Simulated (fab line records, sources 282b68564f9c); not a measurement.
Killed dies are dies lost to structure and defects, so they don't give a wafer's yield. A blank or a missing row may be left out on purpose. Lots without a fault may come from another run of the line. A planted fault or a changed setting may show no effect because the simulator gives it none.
A struck lot beside a sound one | flow rit_cmos | 19 steps out of a route of 202
Sound: wafers L730.1, L730.4, L730.5. Struck: wafers L746.3, L746.4, L746.5. The cause comes at the end.
At each step with rows: each side's tool, then ch and its chambers, then its first start. Under that, the readings that differ: sound wafers | struck wafers | difference of the means | sigmas: that difference in standard deviations of wafers without a fault.
alike: readings whose means differ by less than 2 such deviations, and words and numbers that are the same on both sides. not compared: withheld readings, readings that some wafer has no value for, bounds like >300 that may hide the same value, and numbers for which the record gives no deviation and whose values overlap.
The two part at a step that has a row with sigmas, a row that says differs or no value, or rows on one side only. Numbers that don't overlap but have no deviation are shown without sigmas and don't part them. A reading that every wafer of one side lacks parts them only if that side has two wafers or more.

first, 4 steps without rows for these wafers: RIT_PSD_SOFTBAKE_02 (time 60 s); RIT_PSD_EXPOSE_03 (exposes mask M10, target cd 40900 nm); RIT_PSD_PEB_04; RIT_PSD_DEVELOP_05 (develop time 50 s).
RIT_PSD_OVL_MEAS_06:
  sound on overlay-01, day 4 07:44; struck on overlay-01, day 7 14:52
  alike: PSD_OVL
then, 2 steps without rows for these wafers: RIT_PSD_HARDBAKE_07 (time 60 s); RIT_PSD_IMPLANT_08.
RIT_PSD_STRIP_09: strips in O2, time 180 s.
  sound on plasma_asher-02 ch 0, day 4 08:04; struck on plasma_asher-04 ch 0,1, day 7 15:17
  alike: drypump_motor_current_A
  not compared: rf_hours_counter_h
RIT_PSD_TW_MEAS_10:
  sound on film_metro-03, day 4 08:14; struck on film_metro-02, day 7 15:25
  reading | sound          | struck         | difference | sigmas
  PSD_TW  | 3368 3387 3380 | 3433 3414 3410 | +41        | +2
then, 3 steps without rows for these wafers: RIT_SDANNEAL_CLEAN_00 (cleans in SC1, time 600 s); RIT_SDANNEAL_CLEAN_01 (cleans in dHF, time 30 s); RIT_SDANNEAL_CLEAN_02 (cleans in SC2, time 600 s).
RIT_SDANNEAL_RTA_03: time 5 s.
  sound on rtp_anneal-02 ch 0, day 4 08:41; struck on rtp_anneal-02 ch 0, day 7 15:51
  alike: wafer_temp_C_max
RIT_SDANNEAL_RS_MEAS_04: measures by four-point-probe.
  sound on film_metro-02, day 4 08:44; struck on film_metro-01, day 7 15:56
  reading         | sound             | struck         | difference | sigmas
  PSD_RS (ohm/sq) | 116.4 116.1 115.9 | 72.9 72.9 72.9 | -43.2      | -99 or more
RIT_SDANNEAL_RS_MEAS_05: measures by four-point-probe.
  sound on film_metro-02, day 4 08:52; struck on film_metro-01, day 7 16:03
  reading         | sound          | struck         | difference | sigmas
  NSD_RS (ohm/sq) | 84.2 84.2 84.1 | 77.4 77.4 77.3 | -6.8       | -22
RIT_SDANNEAL_RS_MEAS_06: measures by four-point-probe.
  sound on film_metro-02, day 4 08:59; struck on film_metro-01, day 7 16:10
  reading          | sound             | struck            | difference | sigmas
  PLDD_RS (ohm/sq) | 178.7 178.9 178.4 | 140.8 141.8 141.8 | -37.2      | -74
RIT_SDANNEAL_RS_MEAS_07: measures by four-point-probe.
  sound on film_metro-02, day 4 09:06; struck on film_metro-01, day 7 16:17
  reading          | sound             | struck            | difference | sigmas
  NLDD_RS (ohm/sq) | 149.6 149.2 149.8 | 140.7 140.6 140.3 | -9.0       | -17
then, 1 step without rows for these wafers: RIT_SILICIDE_WET_ETCH_00 (etches SiO2 in BOE, target depth 14 nm, time 15.32 s).
RIT_M1_PROBE_99:
  sound on prober-01, day 4 16:15; struck on prober-01, day 7 23:16
  reading            | sound | struck | difference | sigmas
  killed_at_contacts | 0 0 0 | 0 2 0  | +1         | +2
  alike: killed_at_front_end, killed_dies, killed_open, killed_short

WHERE THEY PART
First at RIT_PSD_TW_MEAS_10; last, within this record, at RIT_M1_PROBE_99.

WHY: what the simulator had put in
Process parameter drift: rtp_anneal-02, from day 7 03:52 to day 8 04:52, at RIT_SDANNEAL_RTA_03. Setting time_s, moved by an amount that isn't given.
